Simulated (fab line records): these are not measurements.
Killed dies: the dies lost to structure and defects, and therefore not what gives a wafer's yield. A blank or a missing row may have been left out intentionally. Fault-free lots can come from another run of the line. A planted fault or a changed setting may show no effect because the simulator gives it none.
Lot-split experiment / flow rit cmos / 27 wafers read across 5 lots, on a route 202 steps long

## THE SPLIT ITSELF
At RIT_CONTACT_CVD_00 (deposits SiO2 from TEOS, target thk 400 nm, time 61 s), the setting time s was moved away from the recipe's 61 s on 6 of the 27 wafers read, by -15.3% to +47.2%. For the rest of the wafers, this setting stayed at what the recipe calls for.

There is no step in the file separating the split from the reading.

## THE READING
CONTACT_TEOS_THK, in nm, at RIT_CONTACT_THK_MEAS_01. Typical for fault-free wafers on this fab line: 402 nm, with standard deviation 4.7 nm.

wafer=L075.1; tool, chamber at the split=pecvd-01, 0; time s as run, s=61; against the recipe=recipe; CONTACT_TEOS_THK, nm=396; against lot-mates on the recipe=-
wafer=L075.2; tool, chamber at the split=pecvd-01, 1; time s as run, s=61; against the recipe=recipe; CONTACT_TEOS_THK, nm=399; against lot-mates on the recipe=-
wafer=L075.3; tool, chamber at the split=pecvd-01, 2; time s as run, s=61; against the recipe=recipe; CONTACT_TEOS_THK, nm=397; against lot-mates on the recipe=-
wafer=L075.4; tool, chamber at the split=pecvd-01, 0; time s as run, s=51.69; against the recipe=-15.3%; CONTACT_TEOS_THK, nm=343; against lot-mates on the recipe=-54
wafer=L075.5; tool, chamber at the split=pecvd-01, 2; time s as run, s=51.69; against the recipe=-15.3%; CONTACT_TEOS_THK, nm=346; against lot-mates on the recipe=-51
wafer=L075.6; tool, chamber at the split=pecvd-01, 1; time s as run, s=51.69; against the recipe=-15.3%; CONTACT_TEOS_THK, nm=341; against lot-mates on the recipe=-56
wafer=L078.3; tool, chamber at the split=pecvd-01, 1; time s as run, s=61; against the recipe=recipe; CONTACT_TEOS_THK, nm=405; against lot-mates on the recipe=-
wafer=L078.4; tool, chamber at the split=pecvd-01, 1; time s as run, s=61; against the recipe=recipe; CONTACT_TEOS_THK, nm=408; against lot-mates on the recipe=-
wafer=L078.6; tool, chamber at the split=pecvd-01, 0; time s as run, s=61; against the recipe=recipe; CONTACT_TEOS_THK, nm=407; against lot-mates on the recipe=-
wafer=L080.1; tool, chamber at the split=pecvd-03, 1; time s as run, s=61; against the recipe=recipe; CONTACT_TEOS_THK, nm=404; against lot-mates on the recipe=-
wafer=L080.2; tool, chamber at the split=pecvd-03, 2; time s as run, s=61; against the recipe=recipe; CONTACT_TEOS_THK, nm=395; against lot-mates on the recipe=-
wafer=L080.3; tool, chamber at the split=pecvd-03, 0; time s as run, s=61; against the recipe=recipe; CONTACT_TEOS_THK, nm=396; against lot-mates on the recipe=-
wafer=L080.4; tool, chamber at the split=pecvd-03, 1; time s as run, s=61; against the recipe=recipe; CONTACT_TEOS_THK, nm=404; against lot-mates on the recipe=-
wafer=L080.5; tool, chamber at the split=pecvd-03, 0; time s as run, s=61; against the recipe=recipe; CONTACT_TEOS_THK, nm=404; against lot-mates on the recipe=-
wafer=L080.6; tool, chamber at the split=pecvd-03, 2; time s as run, s=61; against the recipe=recipe; CONTACT_TEOS_THK, nm=400; against lot-mates on the recipe=-
wafer=L082.1; tool, chamber at the split=pecvd-04, 1; time s as run, s=61; against the recipe=recipe; CONTACT_TEOS_THK, nm=402; against lot-mates on the recipe=-
wafer=L082.2; tool, chamber at the split=pecvd-04, 2; time s as run, s=89.82; against the recipe=+47.2%; CONTACT_TEOS_THK, nm=594; against lot-mates on the recipe=+188
wafer=L082.3; tool, chamber at the split=pecvd-04, 0; time s as run, s=89.82; against the recipe=+47.2%; CONTACT_TEOS_THK, nm=587; against lot-mates on the recipe=+181
wafer=L082.4; tool, chamber at the split=pecvd-04, 0; time s as run, s=61; against the recipe=recipe; CONTACT_TEOS_THK, nm=404; against lot-mates on the recipe=-
wafer=L082.5; tool, chamber at the split=pecvd-04, 1; time s as run, s=89.82; against the recipe=+47.2%; CONTACT_TEOS_THK, nm=594; against lot-mates on the recipe=+188
wafer=L082.6; tool, chamber at the split=pecvd-04, 2; time s as run, s=61; against the recipe=recipe; CONTACT_TEOS_THK, nm=413; against lot-mates on the recipe=-
wafer=L085.1; tool, chamber at the split=pecvd-04, 0; time s as run, s=61; against the recipe=recipe; CONTACT_TEOS_THK, nm=392; against lot-mates on the recipe=-
wafer=L085.2; tool, chamber at the split=pecvd-04, 1; time s as run, s=61; against the recipe=recipe; CONTACT_TEOS_THK, nm=393; against lot-mates on the recipe=-
wafer=L085.3; tool, chamber at the split=pecvd-04, 2; time s as run, s=61; against the recipe=recipe; CONTACT_TEOS_THK, nm=399; against lot-mates on the recipe=-
wafer=L085.4; tool, chamber at the split=pecvd-04, 1; time s as run, s=61; against the recipe=recipe; CONTACT_TEOS_THK, nm=402; against lot-mates on the recipe=-
wafer=L085.5; tool, chamber at the split=pecvd-04, 0; time s as run, s=61; against the recipe=recipe; CONTACT_TEOS_THK, nm=395; against lot-mates on the recipe=-
wafer=L085.6; tool, chamber at the split=pecvd-04, 2; time s as run, s=61; against the recipe=recipe; CONTACT_TEOS_THK, nm=403; against lot-mates on the recipe=-

FIT RESULTS
A straight line over all 27 wafers: CONTACT_TEOS_THK changes by +4.01 nm for each +1% of time s; r = +1.00; the points scatter about the line by 5.1 nm.
The same after taking each lot's own level away (the mean of its wafers on the recipe; 27 wafers): +3.88 nm for each +1%; r = +1.00; scatter 4 nm.
The reading moves by 1.8e+02 nm for the largest change in time s, on that fit.
Across the lots, their own levels run from 397.3 to 406.7 nm, a range of 2.0 times the standard deviation given above.
Consequently the slope shifts little with the lot-to-lot level, the two slopes agreeing.
Check: with one of the wafers moved furthest among these (+47.2%) left out of the fit, the line predicts +182 nm for it against its lot-mates. It came out at +188 nm against them.

## OTHER SPLITS APPLIED TO THESE WAFERS
Before the reading, these wafers also passed through other splits. Each is held against what the fit with the lots' levels taken away leaves over:
other split on the same wafers=RIT_ACTIVE_DEVELOP_10 develop time s; wafers away from the commonest value=9; r with CONTACT_TEOS_THK (lot level and that fit taken away)=-0.17
other split on the same wafers=RIT_GATE_OXIDATION_05 ox time s; wafers away from the commonest value=12; r with CONTACT_TEOS_THK (lot level and that fit taken away)=+0.25
other split on the same wafers=RIT_SPACER_CVD_03 time s; wafers away from the commonest value=21; r with CONTACT_TEOS_THK (lot level and that fit taken away)=-0.04

## THE WHOLE CHAIN: every reading that the file lists as answering this split, in the file's order
step=RIT_CONTACT_CVD_00; what it does=deposits SiO2 from TEOS, target thk 400 nm, time 61 s; reading=SiO2_of_CONTACT_CVD_00.thk nm (the simulator's own value, which no gauge read); change (the file's fit)=+3.88 nm for each +1% of the setting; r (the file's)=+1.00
step=RIT_CONTACT_THK_MEAS_01; what it does=; reading=CONTACT_TEOS_THK; change (the file's fit)=+3.89 for each +1% of the setting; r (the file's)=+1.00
step=RIT_CONTACT_ETCH_11; what it does=etches SiO2 in CHF3/CF4/Ar, stops on TiSi2, target depth 480 nm, time 320 s; reading=etch.depth nm (the simulator's own value, which no gauge read); change (the file's fit)=+1.6 nm for each +1% of the setting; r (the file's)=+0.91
step=RIT_CONTACT_ETCH_11; what it does=etches SiO2 in CHF3/CF4/Ar, stops on TiSi2, target depth 480 nm, time 320 s; reading=CONTACT.feature depth nm (the simulator's own value, which no gauge read); change (the file's fit)=+1.6 nm for each +1% of the setting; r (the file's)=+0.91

## THE FILE'S OWN FIT
CONTACT_TEOS_THK changes by +3.89 nm for each +1% of time s, r = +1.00.
